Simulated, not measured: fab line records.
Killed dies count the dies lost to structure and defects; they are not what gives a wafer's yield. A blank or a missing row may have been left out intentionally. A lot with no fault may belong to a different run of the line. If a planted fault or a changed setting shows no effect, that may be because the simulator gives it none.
Which of the tools did it? :: flow berkeley_cmos170 :: 15 lots with 45 wafers sampled at 5 steps, on a route of 331 steps

## WHAT THE GAUGES SHOWED, per wafer
UCB170_ACTIVE_OVL_MEAS_14. Usual: for ACTIVE_OVL the level is 3 nm and the standard deviation is 4.9.
lot: L269
measured: day 6 15:05
on: overlay-01
ACTIVE_OVL (nm): 1 -1 0
flag: 

lot: L271
measured: day 6 23:22
on: overlay-02
ACTIVE_OVL (nm): -5 3 -3
flag: 

lot: L272
measured: day 7 00:02
on: overlay-02
ACTIVE_OVL (nm): 0 0 -9
flag: 

lot: L273
measured: day 8 00:32
on: overlay-02
ACTIVE_OVL (nm): 6 5 3
flag: 

lot: L274
measured: day 8 08:46
on: overlay-02
ACTIVE_OVL (nm): 4 7 -3
flag: 

lot: L277
measured: day 8 08:19
on: overlay-02
ACTIVE_OVL (nm): 0 4 8
flag: 

lot: L276
measured: day 8 08:08
on: overlay-01
ACTIVE_OVL (nm): 3 0 3
flag: 

lot: L278
measured: day 8 12:23
on: overlay-02
ACTIVE_OVL (nm): 0 3 0
flag: 

lot: L279
measured: day 8 12:24
on: overlay-01
ACTIVE_OVL (nm): 3 4 5
flag: 

lot: L280
measured: day 9 06:31
on: overlay-01
ACTIVE_OVL (nm): 8 11 12
flag: 

lot: L281
measured: day 9 06:17
on: overlay-01
ACTIVE_OVL (nm): 5 9 3
flag: 

lot: L282
measured: day 9 06:04
on: overlay-02
ACTIVE_OVL (nm): -1 7 8
flag: 

UCB170_V1_BOW_MEAS_03. Usual: for V1_BOW the level is 19 um and the standard deviation is 7.1.
lot: L269
measured: day 10 04:01
on: film_metro-02
V1_BOW (um): 19 30 8
flag: 

lot: L271
measured: day 10 16:37
on: film_metro-04
V1_BOW (um): 9 29 14
flag: 

lot: L272
measured: day 10 18:12
on: film_metro-01
V1_BOW (um): 21 11 18
flag: 

lot: L273
measured: day 11 12:23
on: film_metro-02
V1_BOW (um): 12 24 13
flag: 

lot: L274
measured: day 11 23:23
on: film_metro-04
V1_BOW (um): 21 28 16
flag: 

lot: L277
measured: day 12 02:20
on: film_metro-02
V1_BOW (um): 21 23 16
flag: 

lot: L276
measured: day 12 00:41
on: film_metro-01
V1_BOW (um): 20 26 16
flag: 

lot: L278
measured: day 12 02:06
on: film_metro-04
V1_BOW (um): 37 10 13
flag: 

lot: L279
measured: day 12 01:02
on: film_metro-02
V1_BOW (um): 24 27 20
flag: 

lot: L280
measured: day 13 03:29
on: film_metro-04
V1_BOW (um): 24 24 14
flag: 

lot: L281
measured: day 13 01:54
on: film_metro-04
V1_BOW (um): 15 15 33
flag: 

lot: L282
measured: day 13 03:13
on: film_metro-04
V1_BOW (um): 22 23 25
flag: 

## WHAT TOOL EACH LOT RAN ON (gives the tool, then ch and the chambers of the sampled wafers, and finally the start)
lot: L265
UCB170_NWELL_ETCH_13: rie_diel-02 ch 1,2,3, day 3 13:02
UCB170_NWELL_STRIP_15: plasma_asher-04 ch 0,1, day 3 13:18
UCB170_V1_CVD_00: -

lot: L266
UCB170_NWELL_ETCH_13: rie_diel-04 ch 2,3, day 4 00:49
UCB170_NWELL_STRIP_15: plasma_asher-02 ch 0,1, day 4 01:04
UCB170_V1_CVD_00: -

lot: L267
UCB170_NWELL_ETCH_13: rie_diel-02 ch 0,1,2, day 4 09:16
UCB170_NWELL_STRIP_15: plasma_asher-03 ch 0,1, day 4 09:31
UCB170_V1_CVD_00: -

lot: L269
UCB170_NWELL_ETCH_13: rie_diel-01 ch 0,1,2, day 4 14:23
UCB170_NWELL_STRIP_15: plasma_asher-04 ch 0,1, day 4 14:38
UCB170_V1_CVD_00: pecvd-04 ch 0,1,2, day 10 03:31

lot: L271
UCB170_NWELL_ETCH_13: rie_diel-02 ch 0,3, day 4 17:16
UCB170_NWELL_STRIP_15: plasma_asher-04 ch 0,1, day 4 17:33
UCB170_V1_CVD_00: pecvd-01 ch 0,1, day 10 16:03

lot: L272
UCB170_NWELL_ETCH_13: rie_diel-04 ch 0,3, day 4 22:31
UCB170_NWELL_STRIP_15: plasma_asher-02 ch 0,1, day 4 22:46
UCB170_V1_CVD_00: pecvd-04 ch 0,1, day 10 17:23

lot: L273
UCB170_NWELL_ETCH_13: rie_diel-01 ch 0,1,2, day 5 16:25
UCB170_NWELL_STRIP_15: plasma_asher-02 ch 1, day 5 16:40
UCB170_V1_CVD_00: pecvd-03 ch 1,2, day 11 11:52

lot: L274
UCB170_NWELL_ETCH_13: rie_diel-04 ch 2,3, day 5 22:44
UCB170_NWELL_STRIP_15: plasma_asher-04 ch 0,1, day 5 22:59
UCB170_V1_CVD_00: pecvd-01 ch 0,1,2, day 11 22:50

lot: L277
UCB170_NWELL_ETCH_13: rie_diel-04 ch 0,2, day 6 04:23
UCB170_NWELL_STRIP_15: plasma_asher-04 ch 0,1, day 6 04:38
UCB170_V1_CVD_00: pecvd-03 ch 0,1, day 12 01:31

lot: L276
UCB170_NWELL_ETCH_13: rie_diel-01 ch 0,2, day 6 04:39
UCB170_NWELL_STRIP_15: plasma_asher-02 ch 0,1, day 6 04:55
UCB170_V1_CVD_00: pecvd-04 ch 0,1,2, day 12 00:11

lot: L278
UCB170_NWELL_ETCH_13: rie_diel-02 ch 1,3, day 6 11:56
UCB170_NWELL_STRIP_15: plasma_asher-04 ch 1, day 6 12:11
UCB170_V1_CVD_00: pecvd-01 ch 0,2, day 12 01:31

lot: L279
UCB170_NWELL_ETCH_13: rie_diel-04 ch 0,2,3, day 6 12:10
UCB170_NWELL_STRIP_15: plasma_asher-03 ch 0,1, day 6 12:26
UCB170_V1_CVD_00: pecvd-03 ch 0,1, day 12 00:11

lot: L280
UCB170_NWELL_ETCH_13: rie_diel-02 ch 0,1,2, day 6 22:08
UCB170_NWELL_STRIP_15: plasma_asher-04 ch 1, day 6 22:23
UCB170_V1_CVD_00: pecvd-04 ch 1,2, day 13 02:41

lot: L281
UCB170_NWELL_ETCH_13: rie_diel-02 ch 0,1,3, day 7 00:51
UCB170_NWELL_STRIP_15: plasma_asher-02 ch 0,1, day 7 01:08
UCB170_V1_CVD_00: pecvd-03 ch 0,2, day 13 01:20

lot: L282
UCB170_NWELL_ETCH_13: rie_diel-02 ch 0,2,3, day 7 06:05
UCB170_NWELL_STRIP_15: plasma_asher-03 ch 0,1, day 7 06:20
UCB170_V1_CVD_00: pecvd-01 ch 0,2, day 13 02:41
- UCB170_NWELL_ETCH_13: etches Si3N4 in CH3F/Ar/O2, stops on SiO2, target depth 246.4 nm, time 154 s.
- UCB170_NWELL_STRIP_15: strips in O2.
- UCB170_V1_CVD_00: deposits SiO2 from TEOS/O2, target thk 2000 nm, time 250 s.

## WHAT THE TOOLS THEMSELVES READ (means of the sampled wafers that have a number; where no wafer has one, the mark that the record gives instead)
UCB170_NWELL_ETCH_13. Usual: CH3F_flow_sccm 20.00 sccm, standard deviation 0.058; O2_flow_sccm 7.002 sccm, standard deviation 0.022; chamber_pressure_mTorr 50.00 mTorr, standard deviation 0.042; drypump_motor_current_A 5.7 A, standard deviation 0.48; mfc_ar_sccm 50.00 sccm, standard deviation 0.15; oes_product_au 0.941 a.u., standard deviation 0.02; throttle_valve_pct 8.05 %, standard deviation 0.12.
lot: L265
tool: rie_diel-02
CH3F_flow_sccm (sccm): -
O2_flow_sccm (sccm): -
chamber_pressure_mTorr (mTorr): -
drypump_motor_current_A (A): -
mfc_ar_sccm (sccm): -
oes_product_au (a.u.): -
throttle_valve_pct (%): -
flag: OFF

lot: L266
tool: rie_diel-04
CH3F_flow_sccm (sccm): -
O2_flow_sccm (sccm): -
chamber_pressure_mTorr (mTorr): -
drypump_motor_current_A (A): -
mfc_ar_sccm (sccm): -
oes_product_au (a.u.): -
throttle_valve_pct (%): -
flag: OFF

lot: L267
tool: rie_diel-02
CH3F_flow_sccm (sccm): -
O2_flow_sccm (sccm): -
chamber_pressure_mTorr (mTorr): -
drypump_motor_current_A (A): -
mfc_ar_sccm (sccm): -
oes_product_au (a.u.): -
throttle_valve_pct (%): -
flag: OFF

lot: L269
tool: rie_diel-01
CH3F_flow_sccm (sccm): 20.03
O2_flow_sccm (sccm): 6.991
chamber_pressure_mTorr (mTorr): 50.04
drypump_motor_current_A (A): 5.6
mfc_ar_sccm (sccm): 49.97
oes_product_au (a.u.): 0.934
throttle_valve_pct (%): 8.06
flag: 

lot: L271
tool: rie_diel-02
CH3F_flow_sccm (sccm): 19.99
O2_flow_sccm (sccm): 6.994
chamber_pressure_mTorr (mTorr): 49.97
drypump_motor_current_A (A): 5.8
mfc_ar_sccm (sccm): 49.97
oes_product_au (a.u.): 0.941
throttle_valve_pct (%): 8.07
flag: 

lot: L272
tool: rie_diel-04
CH3F_flow_sccm (sccm): 20.00
O2_flow_sccm (sccm): 7.013
chamber_pressure_mTorr (mTorr): 50.02
drypump_motor_current_A (A): 5.6
mfc_ar_sccm (sccm): 49.86
oes_product_au (a.u.): 0.939
throttle_valve_pct (%): 7.95
flag: 

lot: L273
tool: rie_diel-01
CH3F_flow_sccm (sccm): 20.04
O2_flow_sccm (sccm): 6.974
chamber_pressure_mTorr (mTorr): 50.01
drypump_motor_current_A (A): 5.6
mfc_ar_sccm (sccm): 49.94
oes_product_au (a.u.): 0.947
throttle_valve_pct (%): 8.05
flag: 

lot: L274
tool: rie_diel-04
CH3F_flow_sccm (sccm): 19.94
O2_flow_sccm (sccm): 7.019
chamber_pressure_mTorr (mTorr): 49.99
drypump_motor_current_A (A): 5.6
mfc_ar_sccm (sccm): 50.08
oes_product_au (a.u.): 0.925
throttle_valve_pct (%): 8.19
flag: 

lot: L277
tool: rie_diel-04
CH3F_flow_sccm (sccm): 19.95
O2_flow_sccm (sccm): 6.979
chamber_pressure_mTorr (mTorr): 50.04
drypump_motor_current_A (A): 6.0
mfc_ar_sccm (sccm): 49.89
oes_product_au (a.u.): 0.915
throttle_valve_pct (%): 8.13
flag: 

lot: L276
tool: rie_diel-01
CH3F_flow_sccm (sccm): 19.94
O2_flow_sccm (sccm): 7.015
chamber_pressure_mTorr (mTorr): 49.98
drypump_motor_current_A (A): 5.5
mfc_ar_sccm (sccm): 50.14
oes_product_au (a.u.): 0.943
throttle_valve_pct (%): 8.01
flag: 

lot: L278
tool: rie_diel-02
CH3F_flow_sccm (sccm): 20.00
O2_flow_sccm (sccm): 7.004
chamber_pressure_mTorr (mTorr): 49.98
drypump_motor_current_A (A): 6.0
mfc_ar_sccm (sccm): 50.06
oes_product_au (a.u.): 0.954
throttle_valve_pct (%): 8.07
flag: 

lot: L279
tool: rie_diel-04
CH3F_flow_sccm (sccm): 19.98
O2_flow_sccm (sccm): 6.988
chamber_pressure_mTorr (mTorr): 49.97
drypump_motor_current_A (A): 5.6
mfc_ar_sccm (sccm): 49.91
oes_product_au (a.u.): 0.929
throttle_valve_pct (%): 8.07
flag: 

lot: L280
tool: rie_diel-02
CH3F_flow_sccm (sccm): 19.99
O2_flow_sccm (sccm): 6.998
chamber_pressure_mTorr (mTorr): 49.99
drypump_motor_current_A (A): 5.9
mfc_ar_sccm (sccm): 50.03
oes_product_au (a.u.): 0.938
throttle_valve_pct (%): 7.98
flag: 

lot: L281
tool: rie_diel-02
CH3F_flow_sccm (sccm): 19.99
O2_flow_sccm (sccm): 7.009
chamber_pressure_mTorr (mTorr): 50.00
drypump_motor_current_A (A): 6.0
mfc_ar_sccm (sccm): 49.94
oes_product_au (a.u.): 0.967
throttle_valve_pct (%): 8.06
flag: 

lot: L282
tool: rie_diel-02
CH3F_flow_sccm (sccm): 19.99
O2_flow_sccm (sccm): 7.006
chamber_pressure_mTorr (mTorr): 49.99
drypump_motor_current_A (A): 5.6
mfc_ar_sccm (sccm): 49.95
oes_product_au (a.u.): 0.962
throttle_valve_pct (%): 8.03
flag: 

UCB170_NWELL_STRIP_15. Usual: chamber_pressure_mTorr 3500 mTorr, standard deviation 3.1; drypump_motor_current_A 5.8 A, standard deviation 0.39; oes_product_au 0.721 a.u., standard deviation 0.0043; strip_time_to_endpoint_s 18.02 s, standard deviation 0.083.
lot: L265
tool: plasma_asher-04
chamber_pressure_mTorr (mTorr): 3502
drypump_motor_current_A (A): 6.1
oes_product_au (a.u.): 0.736
strip_time_to_endpoint_s (s): 21.61
flag: OFF

lot: L266
tool: plasma_asher-02
chamber_pressure_mTorr (mTorr): 3503
drypump_motor_current_A (A): 5.3
oes_product_au (a.u.): 0.732
strip_time_to_endpoint_s (s): 21.63
flag: OFF

lot: L267
tool: plasma_asher-03
chamber_pressure_mTorr (mTorr): 3500
drypump_motor_current_A (A): 6.2
oes_product_au (a.u.): 0.736
strip_time_to_endpoint_s (s): 21.75
flag: OFF

lot: L269
tool: plasma_asher-04
chamber_pressure_mTorr (mTorr): 3498
drypump_motor_current_A (A): 6.2
oes_product_au (a.u.): 0.725
strip_time_to_endpoint_s (s): 18.06
flag: 

lot: L271
tool: plasma_asher-04
chamber_pressure_mTorr (mTorr): 3502
drypump_motor_current_A (A): 6.0
oes_product_au (a.u.): 0.719
strip_time_to_endpoint_s (s): 18.18
flag: 

lot: L272
tool: plasma_asher-02
chamber_pressure_mTorr (mTorr): 3500
drypump_motor_current_A (A): 5.3
oes_product_au (a.u.): 0.722
strip_time_to_endpoint_s (s): 18.01
flag: 

lot: L273
tool: plasma_asher-02
chamber_pressure_mTorr (mTorr): 3498
drypump_motor_current_A (A): 5.2
oes_product_au (a.u.): 0.723
strip_time_to_endpoint_s (s): 18.03
flag: 

lot: L274
tool: plasma_asher-04
chamber_pressure_mTorr (mTorr): 3499
drypump_motor_current_A (A): 6.2
oes_product_au (a.u.): 0.722
strip_time_to_endpoint_s (s): 18.00
flag: 

lot: L277
tool: plasma_asher-04
chamber_pressure_mTorr (mTorr): 3499
drypump_motor_current_A (A): 6.2
oes_product_au (a.u.): 0.724
strip_time_to_endpoint_s (s): 18.04
flag: 

lot: L276
tool: plasma_asher-02
chamber_pressure_mTorr (mTorr): 3499
drypump_motor_current_A (A): 5.3
oes_product_au (a.u.): 0.723
strip_time_to_endpoint_s (s): 18.08
flag: 

lot: L278
tool: plasma_asher-04
chamber_pressure_mTorr (mTorr): 3498
drypump_motor_current_A (A): 6.3
oes_product_au (a.u.): 0.722
strip_time_to_endpoint_s (s): 18.00
flag: 

lot: L279
tool: plasma_asher-03
chamber_pressure_mTorr (mTorr): 3500
drypump_motor_current_A (A): 6.0
oes_product_au (a.u.): 0.720
strip_time_to_endpoint_s (s): 17.93
flag: 

lot: L280
tool: plasma_asher-04
chamber_pressure_mTorr (mTorr): 3500
drypump_motor_current_A (A): 6.3
oes_product_au (a.u.): 0.723
strip_time_to_endpoint_s (s): 17.97
flag: 

lot: L281
tool: plasma_asher-02
chamber_pressure_mTorr (mTorr): 3498
drypump_motor_current_A (A): 5.4
oes_product_au (a.u.): 0.720
strip_time_to_endpoint_s (s): 18.03
flag: 

lot: L282
tool: plasma_asher-03
chamber_pressure_mTorr (mTorr): 3499
drypump_motor_current_A (A): 6.1
oes_product_au (a.u.): 0.723
strip_time_to_endpoint_s (s): 18.08
flag: 

UCB170_V1_CVD_00. Usual: 247 W for heater_power_w, sd 50.
lot: L269
tool: pecvd-04
heater_power_w (W): 218
flag: 

lot: L271
tool: pecvd-01
heater_power_w (W): 278
flag: 

lot: L272
tool: pecvd-04
heater_power_w (W): 211
flag: 

lot: L273
tool: pecvd-03
heater_power_w (W): 250
flag: 

lot: L274
tool: pecvd-01
heater_power_w (W): 269
flag: 

lot: L277
tool: pecvd-03
heater_power_w (W): 231
flag: 

lot: L276
tool: pecvd-04
heater_power_w (W): 214
flag: 

lot: L278
tool: pecvd-01
heater_power_w (W): 274
flag: 

lot: L279
tool: pecvd-03
heater_power_w (W): 216
flag: 

lot: L280
tool: pecvd-04
heater_power_w (W): 206
flag: 

lot: L281
tool: pecvd-03
heater_power_w (W): 262
flag: 

lot: L282
tool: pecvd-01
heater_power_w (W): 262
flag: 

## THE ANSWER, worked out from the rows above alone
Rule: lot off if the mean of its wafers having a number is beyond 3 standard deviations from the usual mean. A lot without any number at a reading at which 4 lots or more have one is off too. All remaining lots with rows at the step are treated as sound. First the gauges in route order, then the tools' own readings, where a lot's mean is used as printed above. The first step at which some lot is off is used, and at that step the reading that is off furthest; a lot without a number counts as furthest.
Off: L265, L266, L267, at UCB170_NWELL_ETCH_13 (CH3F_flow_sccm). Without a number there: L265, L266, L267.
A tool fits if, at that step or a process step before it, it ran every lot that is off, and no sound lot after the first of them. No candidate that was tried fits.

## WHAT WAS PUT IN BY THE SIMULATOR
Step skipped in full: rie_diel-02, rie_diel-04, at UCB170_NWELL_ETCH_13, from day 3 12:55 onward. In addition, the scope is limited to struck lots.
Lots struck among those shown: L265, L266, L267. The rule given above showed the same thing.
